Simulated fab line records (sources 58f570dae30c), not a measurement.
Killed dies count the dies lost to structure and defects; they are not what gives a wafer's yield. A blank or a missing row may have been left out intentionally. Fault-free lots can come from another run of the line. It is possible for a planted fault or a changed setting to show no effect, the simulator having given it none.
What tool caused it? -- flow berkeleyCmos170 -- 14 lots, 42 wafers sampled, at 7 steps of a route of 331

## WHAT THE GAUGES SHOWED, per wafer
UCB170_PFIELD_OVL_MEAS_06. Usual: PFIELD_OVL gives -2 nm (standard deviation 5.2).
lot,measured,on,PFIELD_OVL (nm),flag
L394,day 4 22:06,overlay-01,-3 -15 -7,
L396,day 5 03:18,overlay-01,9 -7 -1,
L397,day 5 10:35,overlay-01,-5 -6 -1,
L402,day 6 08:08,overlay-01,5 1 0,
L400,day 6 08:14,overlay-01,4 -1 5,
L401,day 6 08:29,overlay-02,-6 2 -7,
L404,day 7 04:29,overlay-02,-6 2 -4,
L407,day 7 11:42,overlay-02,-8 -6 -8,
L408,day 7 12:07,overlay-02,-2 -3 -7,
L409,day 7 19:44,overlay-01,-5 -7 1,
L410,day 8 07:57,overlay-01,-8 7 -4,
L411,day 8 08:26,overlay-02,-6 -3 -6,
L412,day 8 17:08,overlay-01,-13 -13 -7,
L417,day 10 07:58,overlay-01,-3 -5 1,

UCB170_PSD_TW_MEAS_10. Usual: PSD_TW gives 2326 (standard deviation 18).
lot,measured,on,PSD_TW,flag
L394,day 7 18:20,filmMetro-01,2332 2346 2333,
L396,day 7 17:56,filmMetro-02,2305 2305 2306,
L397,day 8 02:19,filmMetro-01,2318 2312 2313,
L402,day 9 10:49,filmMetro-03,2365 2342 2347,
L400,day 9 11:10,filmMetro-02,2306 2320 2313,
L401,day 9 10:56,filmMetro-01,2319 2321 2329,
L404,day 10 14:42,filmMetro-02,2314 2314 2295,
L407,day 10 14:48,filmMetro-03,2362 2364 2347,
L408,day 10 14:29,filmMetro-03,2330 2342 2345,
L409,day 11 02:05,filmMetro-03,2344 2332 2349,
L410,day 11 11:25,filmMetro-03,2262 2250 2252 2267 2244 2255,OFF
L411,day 11 11:39,filmMetro-03,2335 2320 2327,
L412,day 12 01:56,filmMetro-01,2244 2231 2236 2244 2245 2240,OFF
L417,day 12 22:49,filmMetro-03,2338 2360 2342,

UCB170_SDANNEAL_RS_MEAS_02: measures by four-point-probe. Usual: PSD_RS gives 75.66 ohm/sq (standard deviation 0.26).
lot,measured,on,PSD_RS (ohm/sq),flag
L394,day 7 21:22,filmMetro-02,75.84 75.44 75.55,
L396,day 7 20:52,filmMetro-02,75.80 75.79 75.82,
L397,day 8 06:43,filmMetro-03,76.27 76.40 76.28,
L402,day 9 13:25,filmMetro-03,76.04 76.07 75.94,
L400,day 9 13:57,filmMetro-02,75.84 75.47 75.48,
L401,day 9 13:43,filmMetro-01,75.56 75.69 75.78,
L404,day 10 18:42,filmMetro-03,75.30 75.50 75.64,
L407,day 10 18:25,filmMetro-02,75.39 75.65 75.26,
L408,day 10 18:09,filmMetro-01,75.97 75.51 75.49,
L409,day 11 04:55,filmMetro-01,75.55 75.62 75.13,
L410,day 11 21:59,filmMetro-03,82.18 82.19 82.16 82.25 82.29 82.12,OFF
L411,day 11 17:02,filmMetro-02,75.91 75.67 75.59,
L412,day 12 06:31,filmMetro-02,81.97 82.05 82.56 81.94 82.06 82.47,OFF
L417,day 13 03:30,filmMetro-03,75.58 75.90 76.05,

UCB170_SILICIDE_RS_MEAS_02: measures by four-point-probe. Usual: SILICIDE_TI_RS gives 26.3 ohm/sq (standard deviation 0.34).
lot,measured,on,SILICIDE_TI_RS (ohm/sq),flag
L394,day 7 21:57,filmMetro-04,26.7 26.9 26.9,
L396,day 7 21:27,filmMetro-04,26.4 26.5 26.5,
L397,day 8 07:18,filmMetro-01,26.1 26.3 26.4,
L402,day 9 13:59,filmMetro-04,26.3 26.2 27.0,
L400,day 9 14:32,filmMetro-04,26.8 25.9 25.9,
L401,day 9 14:17,filmMetro-03,26.1 26.2 26.4,
L404,day 10 19:16,filmMetro-01,26.1 26.2 26.5,
L407,day 10 19:00,filmMetro-04,25.6 26.0 26.1,
L408,day 10 18:44,filmMetro-01,25.8 26.2 26.4,
L409,day 11 05:29,filmMetro-03,26.4 25.8 25.8,
L410,day 12 05:24,filmMetro-04,26.0 25.8 26.1,
L411,day 11 17:37,filmMetro-01,26.3 26.3 25.9,
L412,day 12 11:46,filmMetro-04,26.6 26.9 26.6,
L417,day 13 04:05,filmMetro-01,26.6 26.7 26.7,

## TOOL THAT RAN EACH LOT (tool first, then ch and the chambers of the sampled wafers, then the start)
lot,UCB170_PSD_IMPLANT_08,UCB170_PSD_STRIP_09,UCB170_SDANNEAL_RTA_01
L394,"implanter-02 ch 0, day 7 18:07","plasmaAsher-03 ch 0,1, day 7 18:14","rtpAnneal-01 ch 0, day 7 21:12"
L396,"implanter-01 ch 0, day 7 17:41","plasmaAsher-01 ch 0,1, day 7 17:50","rtpAnneal-01 ch 0, day 7 20:49"
L397,"implanter-04 ch 0, day 8 02:01","plasmaAsher-03 ch 0, day 8 02:12","rtpAnneal-02 ch 0, day 8 06:40"
L402,"implanter-04 ch 0, day 9 10:35","plasmaAsher-04 ch 0,1, day 9 10:43","rtpAnneal-01 ch 0, day 9 13:21"
L400,"implanter-02 ch 0, day 9 10:55","plasmaAsher-03 ch 0,1, day 9 11:04","rtpAnneal-01 ch 0, day 9 13:54"
L401,"implanter-01 ch 0, day 9 10:41","plasmaAsher-01 ch 0,1, day 9 10:50","rtpAnneal-02 ch 0, day 9 13:39"
L404,"implanter-01 ch 0, day 10 14:30","plasmaAsher-03 ch 0,1, day 10 14:36","rtpAnneal-01 ch 0, day 10 18:37"
L407,"implanter-04 ch 0, day 10 14:33","plasmaAsher-01 ch 0,1, day 10 14:42","rtpAnneal-01 ch 0, day 10 18:22"
L408,"implanter-04 ch 0, day 10 14:16","plasmaAsher-01 ch 0,1, day 10 14:23","rtpAnneal-01 ch 0, day 10 17:52"
L409,"implanter-02 ch 0, day 11 01:50","plasmaAsher-03 ch 0, day 11 01:59","rtpAnneal-01 ch 0, day 11 04:52"
L410,"implanter-04 ch 0, day 11 11:11","plasmaAsher-04 ch 0,1, day 11 11:18","rtpAnneal-02 ch 0, day 11 21:52"
L411,"implanter-02 ch 0, day 11 11:25","plasmaAsher-04 ch 0,1, day 11 11:32","rtpAnneal-01 ch 0, day 11 16:58"
L412,"implanter-04 ch 0, day 12 01:41","plasmaAsher-04 ch 0,1, day 12 01:50","rtpAnneal-02 ch 0, day 12 06:24"
L417,"implanter-02 ch 0, day 12 22:36","plasmaAsher-01 ch 0,1, day 12 22:44","rtpAnneal-02 ch 0, day 13 03:25"
- UCB170_PSD_IMPLANT_08
- UCB170_PSD_STRIP_09: strips in O2.
- UCB170_SDANNEAL_RTA_01: time 5 s.

## AS READ BY THE TOOLS THEMSELVES (means over the sampled wafers that have a number; for cases with no such wafer, the mark the record gives instead)
UCB170_PSD_IMPLANT_08. Usual: doseIonsCm2 2.999e+15, standard deviation 3.1e+12; faradayCurrentUA 9257, standard deviation 210.
lot,tool,doseIonsCm2,faradayCurrentUA,flag
L394,implanter-02,2.997e+15,9277,
L396,implanter-01,2.996e+15,9257,
L397,implanter-04,2.998e+15,9456,
L402,implanter-04,2.996e+15,9208,
L400,implanter-02,2.997e+15,9313,
L401,implanter-01,3.003e+15,9322,
L404,implanter-01,3.001e+15,9079,
L407,implanter-04,3.000e+15,9110,
L408,implanter-04,3.001e+15,9347,
L409,implanter-02,3.000e+15,9420,
L410,implanter-04,2.675e+15,8344,OFF
L411,implanter-02,2.995e+15,9257,
L412,implanter-04,2.678e+15,8199,OFF
L417,implanter-02,3.001e+15,9049,

UCB170_PSD_STRIP_09. Usual: chamberPressureMTorr 3500 mTorr, standard deviation 3.1; drypumpMotorCurrentA 5.8 A, standard deviation 0.38; oesProductAu 0.601 a.u., standard deviation 0.0046; stripTimeToEndpointS 29.39 s, standard deviation 0.074.
lot,tool,chamberPressureMTorr (mTorr),drypumpMotorCurrentA (A),oesProductAu (a.u.),stripTimeToEndpointS (s),flag
L394,plasmaAsher-03,3505,5.4,0.599,29.33,
L396,plasmaAsher-01,3500,6.0,0.601,29.36,
L397,plasmaAsher-03,3498,6.1,0.601,29.50,
L402,plasmaAsher-04,3502,5.9,0.602,29.33,
L400,plasmaAsher-03,3499,5.4,0.602,29.43,
L401,plasmaAsher-01,3497,5.9,0.605,29.28,
L404,plasmaAsher-03,3497,5.8,0.601,29.40,
L407,plasmaAsher-01,3501,5.9,0.600,29.43,
L408,plasmaAsher-01,3497,5.9,0.602,29.34,
L409,plasmaAsher-03,3501,6.2,0.595,29.33,
L410,plasmaAsher-04,3497,6.0,0.620,28.14,OFF
L411,plasmaAsher-04,3501,5.9,0.599,29.43,
L412,plasmaAsher-04,3500,5.9,0.621,28.21,OFF
L417,plasmaAsher-01,3499,5.9,0.598,29.41,

UCB170_SDANNEAL_RTA_01. Usual: lampPowerPct 36.80 %, standard deviation 0.035; wafer_temp_C_max 1055.4, standard deviation 1.9.
lot,tool,lampPowerPct (%),wafer_temp_C_max,flag
L394,rtpAnneal-01,36.81,1054.1,
L396,rtpAnneal-01,36.78,1054.2,
L397,rtpAnneal-02,36.84,1055.9,
L402,rtpAnneal-01,36.76,1053.4,
L400,rtpAnneal-01,36.79,1053.5,
L401,rtpAnneal-02,36.79,1058.6,
L404,rtpAnneal-01,36.77,1053.3,
L407,rtpAnneal-01,36.81,1054.5,
L408,rtpAnneal-01,36.79,1054.1,
L409,rtpAnneal-01,36.78,1054.3,
L410,rtpAnneal-02,36.82,1056.7,
L411,rtpAnneal-01,36.80,1052.9,
L412,rtpAnneal-02,36.84,1057.1,
L417,rtpAnneal-02,36.81,1057.1,

## THE ANSWER, worked out from the rows above alone
Rule: a lot is off if the mean of its wafers that have a number lies more than 3 standard deviations from the usual mean. A lot without any number at a reading at which 4 lots or more have one is off too. The other lots that the step has rows for count as sound. Order of review: gauges by route order, followed by the tools' own readings, for which a lot's mean as printed above is used. The first step at which some lot is off is used, and at that step the reading that is off furthest; a lot without a number counts as furthest.
Off: at UCB170_PSD_TW_MEAS_10 (PSD_TW), L410, L412.
A tool fits if, at a process step before that reading, it ran every lot that is off, and no sound lot after the first of them. Not tried: the gauges at UCB170_PSD_TW_MEAS_10; whatever is off there is also off at UCB170_PSD_IMPLANT_08, on other tools, and gauge error can't account for it. One fits: UCB170_PSD_IMPLANT_08 on implanter-04. Its last sound lot is L407 (day 10 14:33), its first lot that is off L410 (day 11 11:11): a fault that began between those two fits.
The tool's own readings at UCB170_PSD_IMPLANT_08 bear it out: on the lots that are off they differ by more than 5 times the standard deviation of the sound lots' means. doseIonsCm2 reads 2.676e+15 there against 2.999e+15 on the sound lots; faradayCurrentUA reads 8272 there against 9258 on the sound lots.

## WHAT THE SIMULATOR HAD INSERTED
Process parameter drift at UCB170_PSD_IMPLANT_08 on implanter-04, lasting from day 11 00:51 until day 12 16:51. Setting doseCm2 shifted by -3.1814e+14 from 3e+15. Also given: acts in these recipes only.
Struck lots among those shown: L410, L412. The rule above reached the same finding.
